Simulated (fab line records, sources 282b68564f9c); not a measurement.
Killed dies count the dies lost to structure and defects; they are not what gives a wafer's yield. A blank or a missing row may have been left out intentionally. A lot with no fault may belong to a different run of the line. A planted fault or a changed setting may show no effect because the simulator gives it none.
Which of the tools did it? | flow ritCmos | Sampling: 15 lots, 45 wafers, 4 of 202 route steps

WHAT THE GAUGES SHOWED, per wafer
RIT_NRETRO_TW_MEAS_10.
lot  | measured    | on           | NRETRO_TW
L944 | day 2 05:28 | filmMetro-03 | 1042 1038 1044
L945 | day 2 11:49 | filmMetro-02 | 1046 1042 1048
L946 | day 2 16:44 | filmMetro-03 | 1041 1042 1044
L948 | day 3 02:55 | filmMetro-03 | 1096 1095 1099
L949 | day 3 07:17 | filmMetro-03 | 1093 1095 1098
L950 | day 3 12:13 | filmMetro-04 | 1100 1095 1104
L956 | day 4 17:26 | filmMetro-04 | 1048 1048 1044
L957 | day 4 23:14 | filmMetro-02 | 1049 1054 1053
L958 | day 5 05:41 | filmMetro-04 | 1054 1054 1055
L962 | day 6 00:16 | filmMetro-04 | 1045 1050 1050
L963 | day 6 05:29 | filmMetro-02 | 1052 1051 1047
L964 | day 6 10:26 | filmMetro-04 | 1044 1044 1045
L965 | day 6 14:31 | filmMetro-04 | 1041 1042 1042
L966 | day 6 19:29 | filmMetro-02 | 1046 1055 1056
L967 | day 7 00:23 | filmMetro-02 | 1055 1055 1057

RIT_M1_BOW_MEAS_16.
lot  | measured    | on           | M1_BOW (um)
L944 | day 3 11:49 | filmMetro-03 | 12 17 19
L945 | day 3 17:52 | filmMetro-03 | 33 29 17
L946 | day 3 20:38 | filmMetro-04 | 16 7 8
L948 | day 4 06:05 | filmMetro-02 | 22 14 20
L949 | day 4 13:16 | filmMetro-03 | 11 19 15
L950 | day 4 16:07 | filmMetro-03 | -7 24 21
L956 | day 5 19:56 | filmMetro-02 | 24 15 9
L957 | day 6 02:44 | filmMetro-04 | 3 10 18
L958 | day 6 08:01 | filmMetro-04 | 10 17 15
L962 | day 7 03:06 | filmMetro-04 | 16 14 19
L963 | day 7 08:20 | filmMetro-02 | 24 20 26
L964 | day 7 16:44 | filmMetro-02 | 15 13 25
L965 | day 7 21:55 | filmMetro-02 | -1 20 28
L966 | day 8 00:37 | filmMetro-02 | 2 12 25
L967 | day 8 06:38 | filmMetro-04 | 16 22 9

WHAT TOOL EACH LOT RAN ON (gives the tool, then ch and the chambers of the sampled wafers, and finally the start)
lot  | RIT_NRETRO_IMPLANT_08          | RIT_NRETRO_STRIP_09
L944 | implanter-02 ch 0, day 2 05:10 | plasmaAsher-03 ch 0,1, day 2 05:17
L945 | implanter-03 ch 0, day 2 11:29 | plasmaAsher-01 ch 0,1, day 2 11:38
L946 | implanter-03 ch 0, day 2 16:25 | plasmaAsher-03 ch 0,1, day 2 16:34
L948 | implanter-02 ch 0, day 3 02:36 | plasmaAsher-01 ch 0,1, day 3 02:43
L949 | implanter-02 ch 0, day 3 06:58 | plasmaAsher-04 ch 0,1, day 3 07:07
L950 | implanter-02 ch 0, day 3 11:54 | plasmaAsher-04 ch 0,1, day 3 12:03
L956 | implanter-03 ch 0, day 4 17:08 | plasmaAsher-04 ch 0,1, day 4 17:16
L957 | implanter-01 ch 0, day 4 22:57 | plasmaAsher-04 ch 0,1, day 4 23:05
L958 | implanter-03 ch 0, day 5 05:22 | plasmaAsher-03 ch 0,1, day 5 05:31
L962 | implanter-01 ch 0, day 5 23:56 | plasmaAsher-01 ch 0,1, day 6 00:05
L963 | implanter-01 ch 0, day 6 05:06 | plasmaAsher-03 ch 0,1, day 6 05:15
L964 | implanter-01 ch 0, day 6 10:08 | plasmaAsher-04 ch 0,1, day 6 10:16
L965 | implanter-02 ch 0, day 6 14:12 | plasmaAsher-03 ch 0, day 6 14:19
L966 | implanter-03 ch 0, day 6 19:10 | plasmaAsher-03 ch 0,1, day 6 19:19
L967 | implanter-02 ch 0, day 7 00:04 | plasmaAsher-04 ch 0,1, day 7 00:11
- RIT_NRETRO_IMPLANT_08
- RIT_NRETRO_STRIP_09: strips in O2, time 180 s.

WHAT THE TOOLS THEMSELVES READ (means of the sampled wafers that have a number; where no wafer has one, the mark that the record gives instead)
RIT_NRETRO_IMPLANT_08.
lot  | tool         | doseIonsCm2 | endStationPressureTorr (Torr) | faradayCurrentUA
L944 | implanter-02 | 9.9997e+12  | 5.17e-06                      | 31.9
L945 | implanter-03 | 9.9947e+12  | 5.01e-06                      | 31.9
L946 | implanter-03 | 1.0006e+13  | 4.83e-06                      | 31.8
L948 | implanter-02 | 1.1515e+13  | 4.98e-06                      | 37.0
L949 | implanter-02 | 1.1542e+13  | 5.05e-06                      | 37.2
L950 | implanter-02 | 1.1537e+13  | 5.26e-06                      | 36.4
L956 | implanter-03 | 9.9957e+12  | 4.89e-06                      | 32.2
L957 | implanter-01 | 1.0007e+13  | 4.90e-06                      | 32.0
L958 | implanter-03 | 9.9970e+12  | 5.10e-06                      | 32.0
L962 | implanter-01 | 1.0005e+13  | 5.04e-06                      | 31.8
L963 | implanter-01 | 1.0005e+13  | 5.08e-06                      | 32.0
L964 | implanter-01 | 1.0009e+13  | 5.02e-06                      | 31.3
L965 | implanter-02 | 1.0003e+13  | 5.20e-06                      | 32.0
L966 | implanter-03 | 1.0002e+13  | 5.03e-06                      | 32.1
L967 | implanter-02 | 9.9963e+12  | 5.15e-06                      | 32.0

RIT_NRETRO_STRIP_09.
lot  | tool           | drypumpMotorCurrentA (A)
L944 | plasmaAsher-03 | 5.7
L945 | plasmaAsher-01 | 5.6
L946 | plasmaAsher-03 | 5.5
L948 | plasmaAsher-01 | 5.6
L949 | plasmaAsher-04 | 5.5
L950 | plasmaAsher-04 | 5.5
L956 | plasmaAsher-04 | 5.3
L957 | plasmaAsher-04 | 5.5
L958 | plasmaAsher-03 | 5.7
L962 | plasmaAsher-01 | 5.6
L963 | plasmaAsher-03 | 5.5
L964 | plasmaAsher-04 | 5.3
L965 | plasmaAsher-03 | 5.2
L966 | plasmaAsher-03 | 5.5
L967 | plasmaAsher-04 | 5.3

THE ANSWER, worked out from the rows above alone
Rule: the lots themselves supply what counts as usual. The widest of any qualifying gaps counts: lots, ordered by their means at a reading, are off when they make up no more than a third of the lots, leave a main group of 4 or more, and stand apart from it by 3 or more times the standard deviation of that group's means. The tables above print the reading to a certain number of digits; a main group whose means all agree to those digits is not used. A lot without any number at a reading at which 4 lots or more have one is off too. All remaining lots with rows at the step are treated as sound. After the gauges, taken in route order, come the tools' own readings; for these a lot's mean is taken, as printed above. The first step at which some lot is off is used, and at that step the reading that is off furthest; a lot without a number counts as furthest.
Off: L948, L949, L950, seen at RIT_NRETRO_TW_MEAS_10 (NRETRO_TW). Main group: mean 1048, sd 4.8.
If a tool, at a process step before that reading, ran all the lots that are off and no sound lot after the first of them, it fits. Not tried: the gauges at RIT_NRETRO_TW_MEAS_10; whatever is off there is also off at RIT_NRETRO_IMPLANT_08, on other tools, and gauge error can't account for it. No candidate that was tried fits.

WHAT THE SIMULATOR HAD PUT IN
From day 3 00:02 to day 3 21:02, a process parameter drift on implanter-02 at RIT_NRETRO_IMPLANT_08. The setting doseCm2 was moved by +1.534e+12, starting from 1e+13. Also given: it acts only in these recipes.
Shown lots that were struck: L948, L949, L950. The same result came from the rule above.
